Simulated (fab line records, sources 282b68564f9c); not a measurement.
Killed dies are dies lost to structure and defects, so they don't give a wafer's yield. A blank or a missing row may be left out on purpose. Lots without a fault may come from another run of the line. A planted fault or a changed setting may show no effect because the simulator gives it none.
One fault seen from 2 desks | flow rit_cmos | each desk has only its own numbers; what lay behind them comes last

THE METROLOGY DESK
What the gauges read, lot by lot, whatever tool the lot ran on: means of the sampled wafers that have a number. A lot is out of limits, marked OUT, if its mean lies more than 4 standard deviations from the usual mean; the brackets give that distance.
Columns: A = M1_AL_RS at RIT_M1_RS_MEAS_01, usual 0.0736 ohm/sq; B = M1_AL_THK at RIT_M1_THK_MEAS_02, usual 405 nm
lot  | first seen here | A                | B
L585 | day 3 05:24     | 0.0733           | 405
L586 | day 3 10:43     | 0.0734           | 405
L587 | day 3 15:28     | 0.0741           | 402
L588 | day 3 20:18     | 0.0736           | 405
L589 | day 4 00:07     | 0.0742           | 404
L590 | day 4 06:55     | 0.0738           | 403
L595 | day 5 08:14     | 0.0741           | 403
L596 | day 5 11:35     | 0.0650 (-13) OUT | 478 (+19) OUT
L598 | day 6 02:22     | 0.0738           | 404
L602 | day 6 18:01     | 0.0734           | 407
L604 | day 7 05:20     | 0.0720           | 413
L605 | day 7 13:41     | 0.0739           | 403
L607 | day 7 21:12     | 0.0736           | 407
This desk's finding: out of limits on L596; first on L596, day 5 11:35 (M1_AL_RS at RIT_M1_RS_MEAS_01). In limits: L585, L586, L587, L588, L589, L590, L595, L598, L602, L604, L605, L607.

THE TOOL OWNER'S DESK: pvd_sputter-03
The tool's own readings at RIT_M1_SPUTTER_00 (material Al, target thk 400 nm, time 500 s): means of the sampled wafers that have a number, for each lot that ran on this tool. A lot is out of limits, marked OUT, if its mean lies more than 4 standard deviations from the usual mean; the brackets give that distance.
Columns: A = cathode_dc_power_W at RIT_M1_SPUTTER_00, usual 2000.0 W; B = throttle_valve_pct at RIT_M1_SPUTTER_00, usual 29.9 %
lot  | first seen here | A                        | B
L585 | day 3 05:04     | 1999.5                   | 29.4
L586 | day 3 10:25     | 2000.1                   | 29.3
L588 | day 3 20:01     | 1999.9                   | 29.7
L590 | day 4 06:38     | 1999.9                   | 29.6
L596 | day 5 11:18     | 2374.8 (+99 or more) OUT | 29.4
This desk's finding: out of limits on L596; first on L596, day 5 11:18 (cathode_dc_power_W at RIT_M1_SPUTTER_00). In limits: L585, L586, L588, L590.

PUT TOGETHER
The tool owner's desk could have raised an alarm at day 5 11:18, on L596.
The metrology desk could have raised an alarm at day 5 11:35, on L596.
Of the lots named, all ran RIT_M1_SPUTTER_00 on pvd_sputter-03.

WHAT THE SIMULATOR HAD PUT IN
Process parameter drift: pvd_sputter-03, from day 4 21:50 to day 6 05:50, at RIT_M1_SPUTTER_00. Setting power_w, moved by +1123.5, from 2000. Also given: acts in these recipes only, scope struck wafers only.
Lots struck among those shown: L596.
Hours from the fault's start to each desk's first reading out of limits: the tool owner's desk, 13; the metrology desk, 14.
